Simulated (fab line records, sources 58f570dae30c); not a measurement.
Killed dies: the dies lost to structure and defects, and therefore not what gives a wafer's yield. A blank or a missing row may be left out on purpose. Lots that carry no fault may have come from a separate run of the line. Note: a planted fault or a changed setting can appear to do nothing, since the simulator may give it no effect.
Which tool is to blame? || flow berkeley-cmos170 || 13 lots (39 wafers sampled), 1 step of a 331-step route

## WHAT THE GAUGES READ, wafer by wafer
UCB170_START_THK_MEAS_03. Usual: for START_OXIDE_THK the level is 19.8 nm and the standard deviation is 0.52.
{"lot": "L590", "measured": "day 1 16:16", "on": "film-metro-02", "START_OXIDE_THK (nm)": "19.4 19.5 19.7", "flag": ""}
{"lot": "L592", "measured": "day 1 22:07", "on": "film-metro-02", "START_OXIDE_THK (nm)": "19.3 19.1 19.4", "flag": ""}
{"lot": "L593", "measured": "day 2 06:29", "on": "film-metro-01", "START_OXIDE_THK (nm)": "19.8 19.8 19.9", "flag": ""}
{"lot": "L595", "measured": "day 2 16:53", "on": "film-metro-01", "START_OXIDE_THK (nm)": "19.4 19.4 19.0", "flag": ""}
{"lot": "L596", "measured": "day 2 22:13", "on": "film-metro-01", "START_OXIDE_THK (nm)": "20.8 20.3 20.4", "flag": ""}
{"lot": "L597", "measured": "day 3 03:14", "on": "film-metro-01", "START_OXIDE_THK (nm)": "19.8 20.0 19.9", "flag": ""}
{"lot": "L598", "measured": "day 3 09:19", "on": "film-metro-02", "START_OXIDE_THK (nm)": "20.7 20.7 20.4", "flag": ""}
{"lot": "L603", "measured": "day 4 04:47", "on": "film-metro-02", "START_OXIDE_THK (nm)": "19.8 19.3 19.5", "flag": ""}
{"lot": "L605", "measured": "day 4 16:32", "on": "film-metro-04", "START_OXIDE_THK (nm)": "19.7 19.5 19.9", "flag": ""}
{"lot": "L609", "measured": "day 5 12:05", "on": "film-metro-02", "START_OXIDE_THK (nm)": "20.1 20.0 20.0", "flag": ""}
{"lot": "L608", "measured": "day 5 12:07", "on": "film-metro-01", "START_OXIDE_THK (nm)": "19.9 19.8 19.6", "flag": ""}
{"lot": "L612", "measured": "day 6 06:43", "on": "film-metro-02", "START_OXIDE_THK (nm)": "19.1 19.1 19.2", "flag": ""}
{"lot": "L613", "measured": "day 6 06:43", "on": "film-metro-04", "START_OXIDE_THK (nm)": "20.2 19.9 19.7", "flag": ""}

## EACH LOT AND THE TOOL THAT RAN IT (in order: tool; ch and the chambers of the sampled wafers; start)
Before these readings, the record contains no process step.

## AS READ BY THE TOOLS THEMSELVES (means over the sampled wafers that have a number; for cases with no such wafer, the mark the record gives instead)
The record holds no such reading with a usual standard deviation.

## THE ANSWER, worked out from the rows above alone
Rule: lot off if the mean of its wafers having a number is beyond 3 standard deviations from the usual mean. Also off: a lot with no number at a reading for which 4 or more lots have one. Where the step has rows for the other lots, those lots are counted as sound. After the gauges, taken in route order, come the tools' own readings; for these a lot's mean is taken, as printed above. The first step at which some lot is off is used, and at that step the reading that is off furthest; a lot without a number counts as furthest.
Nothing can be told from this: no lot is off at any reading shown.

## WHAT HAD BEEN PUT IN BY THE SIMULATOR
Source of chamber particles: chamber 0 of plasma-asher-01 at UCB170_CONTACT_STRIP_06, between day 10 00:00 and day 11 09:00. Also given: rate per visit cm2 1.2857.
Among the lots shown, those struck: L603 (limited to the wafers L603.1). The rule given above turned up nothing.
